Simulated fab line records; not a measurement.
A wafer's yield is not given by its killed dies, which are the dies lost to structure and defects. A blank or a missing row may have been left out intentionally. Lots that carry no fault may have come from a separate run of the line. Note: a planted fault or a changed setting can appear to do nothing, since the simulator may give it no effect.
Which tool was responsible? | flow rit cmos | Sampling: 14 lots, 42 wafers, 2 of 202 route steps

## WHAT THE GAUGES READ, wafer by wafer
The record lacks any reading of a measuring or inspecting step that a usual standard deviation could be used to judge.

## WHICH TOOL RAN EACH LOT (tool, then ch and the chambers of the sampled wafers, then the start)
lot  | RIT_GATE_ETCH_19                | RIT_M1_PROBE_99
L503 | rie si-01 ch 0,1,2, day 2 14:25 | prober-01, day 3 11:52
L504 | rie si-02 ch 1,2,3, day 3 00:34 | prober-02, day 3 21:13
L505 | rie si-01 ch 0,1,2, day 3 02:34 | prober-01, day 3 23:31
L506 | rie si-02 ch 0,3, day 3 06:41   | prober-02, day 4 03:32
L507 | rie si-01 ch 0,1,3, day 3 12:41 | prober-01, day 4 10:46
L509 | rie si-01 ch 0,1,3, day 4 00:43 | prober-01, day 4 22:34
L510 | rie si-02 ch 1,2, day 4 02:04   | prober-02, day 5 00:55
L511 | rie si-01 ch 0,2, day 4 08:37   | prober-01, day 5 08:16
L513 | rie si-01 ch 1,3, day 4 19:03   | prober-01, day 5 15:34
L515 | rie si-01 ch 0,1,3, day 5 12:05 | prober-01, day 6 08:29
L516 | rie si-02 ch 0,2, day 5 16:47   | prober-02, day 6 15:54
L519 | rie si-01 ch 2,3, day 6 20:42   | prober-02, day 7 21:37
L521 | rie si-01 ch 0,2,3, day 7 02:25 | prober-02, day 8 12:23
L522 | rie si-02 ch 1,2,3, day 7 14:13 | prober-01, day 8 13:56
- RIT_GATE_ETCH_19: etches poly-Si in SF6/CHF3/O2, stops on SiO2, time 165 s, target depth 312.5 nm.
- RIT_M1_PROBE_99

## WHAT THE TOOLS THEMSELVES READ (means of the sampled wafers that have a number; where no wafer has one, the mark that the record gives instead)
RIT_GATE_ETCH_19.
lot  | tool      | drypump motor current A (A) | oes product au (a.u.) | rf fwd power W (W) | throttle valve pct (%)
L503 | rie si-01 | 5.73                        | 0.843                 | 159.5              | 10.29
L504 | rie si-02 | 5.50                        | 0.857                 | 159.0              | 10.22
L505 | rie si-01 | 5.75                        | 0.847                 | 159.5              | 10.31
L506 | rie si-02 | 5.41                        | 0.836                 | 159.4              | 10.23
L507 | rie si-01 | 5.58                        | 0.841                 | 159.4              | 10.23
L509 | rie si-01 | 5.59                        | 0.847                 | 158.7              | 10.23
L510 | rie si-02 | 5.39                        | 0.864                 | 159.6              | 10.20
L511 | rie si-01 | 5.83                        | 0.840                 | 159.5              | 10.27
L513 | rie si-01 | 5.48                        | 0.854                 | 159.4              | 10.24
L515 | rie si-01 | 5.59                        | 0.837                 | 159.5              | 10.23
L516 | rie si-02 | 5.25                        | 0.840                 | 159.5              | 10.23
L519 | rie si-01 | 5.44                        | 0.862                 | 185.3              | 10.20
L521 | rie si-01 | 5.65                        | 0.851                 | 184.7              | 10.24
L522 | rie si-02 | 5.52                        | 0.862                 | 159.8              | 10.22

RIT_M1_PROBE_99.
lot  | tool      | killed at contacts | killed at front end | killed dies | killed open | killed short
L503 | prober-01 | 0.0                | 10                  | 10          | 5.3         | 5.0
L504 | prober-02 | 0.0                | 7                   | 7           | 4.3         | 2.7
L505 | prober-01 | 0.0                | 7                   | 7           | 3.0         | 4.0
L506 | prober-02 | 0.0                | 7                   | 7           | 4.3         | 2.3
L507 | prober-01 | 0.0                | 8                   | 8           | 5.3         | 3.0
L509 | prober-01 | 0.3                | 9                   | 9           | 3.7         | 5.3
L510 | prober-02 | 0.0                | 11                  | 11          | 6.0         | 5.0
L511 | prober-01 | 0.3                | 6                   | 7           | 4.0         | 2.7
L513 | prober-01 | 0.3                | 5                   | 5           | 3.3         | 2.0
L515 | prober-01 | 0.0                | 6                   | 6           | 2.7         | 3.0
L516 | prober-02 | 0.0                | 11                  | 11          | 8.3         | 2.7
L519 | prober-02 | 0.0                | 7                   | 7           | 3.3         | 3.3
L521 | prober-02 | 0.0                | 8                   | 8           | 3.0         | 5.3
L522 | prober-01 | 0.0                | 9                   | 9           | 5.7         | 3.3

## THE ANSWER, worked out from the rows above alone
Rule: the usual values come from the lots themselves. Put in order of their means at a reading, lots are off if they are a third of the lots or fewer, leave a main group of 4 or more, and stand apart from it by a gap of 3 or more times the standard deviation of the main group's means; of several such gaps the widest counts. Not used: any main group whose means are identical at the precision the tables above print for the reading. A lot without any number at a reading at which 4 lots or more have one is off too. Any other lot the step has rows for is counted as sound. First the gauges in route order, then the tools' own readings, where a lot's mean is used as printed above. The first step at which some lot is off is used, and at that step the reading that is off furthest; a lot without a number counts as furthest.
Off: L519, L521, at RIT_GATE_ETCH_19 (rf fwd power W). For the main group the mean is 159.4 W and the standard deviation 0.27.
If a tool, at that step or one of the process steps before it, ran each lot that is off and ran no sound lot following the first of them, it fits. One fits: RIT_GATE_ETCH_19 on rie si-01. Its last sound lot is L515 (day 5 12:05), its first lot that is off L519 (day 6 20:42): a fault that began between those two fits.
The tool's own readings at RIT_GATE_ETCH_19 bear it out: on the lots that are off they differ by more than 5 times the standard deviation of the sound lots' means. rf fwd power W reads 185.0 W there against 159.4 W on the sound lots.

## WHAT HAD BEEN PUT IN BY THE SIMULATOR
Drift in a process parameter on rie si-01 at RIT_GATE_ETCH_19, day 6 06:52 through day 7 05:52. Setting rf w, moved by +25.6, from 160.
Shown lots that were struck: L519, L521. The rule above found the same.
